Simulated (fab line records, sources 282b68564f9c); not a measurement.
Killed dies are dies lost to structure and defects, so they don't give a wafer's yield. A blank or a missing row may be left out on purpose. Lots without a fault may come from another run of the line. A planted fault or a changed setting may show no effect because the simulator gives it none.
fab line records | flow rit_cmos
record lots=14 wafers=42 last_day=7
route steps=202 shown GATE@87 M1@202
lots that met no fault: from a run of the same line without faults
start_h: hours from the record's first day to the start of the lot's first wafer shown | wait_h: hours since the lot's step before | " the same as in the row above | L1.1+2: a row that stands for several wafers | - no value, or no start given | * or withheld: withheld | < > ~ a bound
route shown NAME@n: a module of which the file shows steps, and the number in the route of the first | usual: mean/standard deviation of fault-free wafers | same: alike in all rows | chamber/n: place in a boat | sites: the reading at each site | _std_site: their standard deviation | _edge_site: outer sites' mean less inner sites' | radius_mm: how far each site lies from the wafer's centre | mask NAME#n: copy n | behind: the tool/chamber that last shaped the wafer | hold: why the lot was held/for how many hours/how that ended | device: the transistor (n, p or np) that didn't switch | end of line: the same wafers' tests at the end of the route | a step without rows: its recipe alone | killed: dies lost to structure and defects at the first sort, not the wafer's yield | map: a wafer's dies, x killed, . not, _ none there
set.NAME: the setting as run; set.NAME@STEP: as run at that earlier step | model.NAME: the simulator's own value behind a step, which no gauge read
steps of the route over a sample of lots; a table a step, a row a wafer
## steps
# step RIT_GATE_COAT_11
# recipe resist=NOVOLAK spin_rpm=4250 resist_thk_nm=850
# usual chill_plate_temp_C=23.01/0.1 spin_speed_rpm=4249.7/2.9
# columns lot.wafer tool chamber start_h wait_h chill_plate_temp_C spin_speed_rpm
L901.3 litho_track-01 0 41.66 0.1 22.87 4248.4
L901.5 " 0 " " 23.05 4250.7
L901.6 " 0 " " 22.93 4245.1
L902.2 litho_track-02 0 46.88 0.1 22.98 4250.5
L902.5 " 0 " " 22.90 4246.4
L902.6 " 0 " " 23.00 4246.6
L903.1 litho_track-04 0 49.86 0.1 23.05 4250.7
L903.4 " 0 " " 22.95 4251.5
L903.6 " 0 " " 22.87 4246.9
L904.1 litho_track-04 0 55.97 0.1 22.93 4242.3
L904.4 " 0 " " 23.09 4248.7
L904.6 " 0 " " 22.86 4248.0
L905.2 litho_track-01 0 60.38 0.1 23.12 4247.7
L905.4 " 0 " " 23.02 4248.7
L905.6 " 0 " " 22.95 4245.6
L906.3 litho_track-02 0 65.55 0.1 23.09 4252.9
L906.4 " 0 " " 23.05 4253.4
L906.6 " 0 " " 23.06 4250.2
L907.2 litho_track-04 0 70.53 0.1 23.10 4248.7
L907.5 " 0 " " 23.13 4249.9
L907.6 " 0 " " 23.09 4241.2
L911.2 litho_track-04 0 90.44 0.1 23.00 4246.4
L911.3 " 0 " " 23.03 4250.1
L911.5 " 0 " " 22.84 4246.9
L914.2 litho_track-02 0 106.34 0.1 23.16 4254.5
L914.3 " 0 " " 23.02 4250.2
L914.4 " 0 " " 23.14 4254.6
L913.2 litho_track-04 0 106.64 0.1 23.03 3640.7
L913.3 " 0 " " 23.01 3645.8
L913.4 " 0 " " 23.00 3638.6
L915.1 litho_track-04 0 110.27 0.1 23.13 3640.5
L915.2 " 0 " " 23.19 3642.5
L915.3 " 0 " " 22.92 3639.7
L919.3 litho_track-02 0 130.57 0.1 22.98 4245.4
L919.5 " 0 " " 22.94 4252.2
L919.6 " 0 " " 23.02 4248.0
L920.2 litho_track-02 0 135.21 0.1 23.09 4249.9
L920.3 " 0 " " 23.02 4254.1
L920.6 " 0 " " 22.94 4252.3
L922.1 litho_track-01 0 146.28 0.1 22.90 4247.1
L922.2 " 0 " " 22.96 4243.7
L922.4 " 0 " " 22.98 4250.1
# step RIT_GATE_CD_MEAS_16
# recipe target_cd_nm=150
# usual cd_nm=148.7/2.5
# columns lot.wafer tool chamber start_h wait_h cd_nm
L901.3 cd_sem-01 - 42.51 - 150.3
L901.5 " - " " 152.0
L901.6 " - " " 150.1
L902.2 cd_sem-02 - 47.58 - 148.0
L902.5 " - " " 146.3
L902.6 " - " " 148.5
L903.1 cd_sem-02 - 50.56 - 147.4
L903.4 " - " " 147.5
L903.6 " - " " 150.1
L904.1 cd_sem-01 - 56.67 - 149.1
L904.4 " - " " 150.3
L904.6 " - " " 146.9
L905.2 cd_sem-01 - 61.08 - 151.6
L905.4 " - " " 152.3
L905.6 " - " " 151.4
L906.3 cd_sem-02 - 66.29 - 148.4
L906.4 " - " " 147.4
L906.6 " - " " 146.0
L907.2 cd_sem-01 - 71.35 - 143.2
L907.5 " - " " 145.0
L907.6 " - " " 144.3
L911.2 cd_sem-01 - 91.43 - 148.5
L911.3 " - " " 145.6
L911.5 " - " " 149.4
L914.2 cd_sem-01 - 107.03 - 147.1
L914.3 " - " " 145.6
L914.4 " - " " 145.9
L913.2 cd_sem-01 - 107.46 - 159.2
L913.3 " - " " 159.4
L913.4 " - " " 161.1
L915.1 cd_sem-02 - 110.96 - 161.3
L915.2 " - " " 160.4
L915.3 " - " " 162.6
L919.3 cd_sem-01 - 131.26 - 144.5
L919.5 " - " " 146.9
L919.6 " - " " 147.8
L920.2 cd_sem-02 - 136.05 - 152.0
L920.3 " - " " 150.0
L920.6 " - " " 149.9
L922.1 cd_sem-02 - 147.10 - 144.2
L922.2 " - " " 144.3
L922.4 " - " " 143.5
# step RIT_M1_PROBE_99
# usual killed_at_M0_to_M3=0.0/0.14 killed_at_contacts=0.1/0.29 killed_at_front_end=6.3/2.8 killed_dies=6.4/2.8 killed_open=3.3/1.7 killed_short=3.1/1.9
# same gross_dies=264 killed_at_M4_up=0 killed_at_back_side=0 killed_at_other=0
# columns lot.wafer tool chamber start_h wait_h killed_at_M0_to_M3 killed_at_contacts killed_at_front_end killed_dies killed_open killed_short
L913.4 prober-01 - 128.83 0.2 0 0 8 8 3 3
L915.3 prober-02 - 131.26 0.2 0 0 14 14 6 7
# killed by level:class
L913.4 GATE:geometric_particle:open=3 SPACER:geometric_particle:short=2 GATE:area_expose=2 SILICIDE:geometric_particle:short=1
L915.3 GATE:geometric_particle:short=5 GATE:geometric_particle:open=4 FOX1:geometric_particle:short=1 FOX2:geometric_particle:short=1 FOX2:geometric_particle:open=1 SILICIDE:geometric_particle:open=1 GATE:area_expose=1
## key
first_sign step=RIT_GATE_COAT_11 reading=spin_speed_rpm direction=down sigmas=99+ usual=4249.7 struck=3641.3
effect step=RIT_GATE_CD_MEAS_16 reading=cd_nm direction=up sigmas=4.8 usual=148.7 struck=160.7
met_at RIT_GATE_COAT_11
struck_lots L913,L915
tester_left_out L913,L915
onset_between 90.44 106.64
fault kind=process_parameter_drift tool=litho_track-04 chamber=- onset_h=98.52 steps=RIT_GATE_COAT_11 channel=spin_rpm offset=-612.74 shape=step end_h=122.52 acts_in=these_recipes_only stated=4250
# tester_left_out: of these lots the tester's yield and bins aren't shown, on N5 and GAA mostly nor the transistor test; their killed dies are dies lost to structure and defects alone, not to doping, threshold or leakage, so they don't give the yield
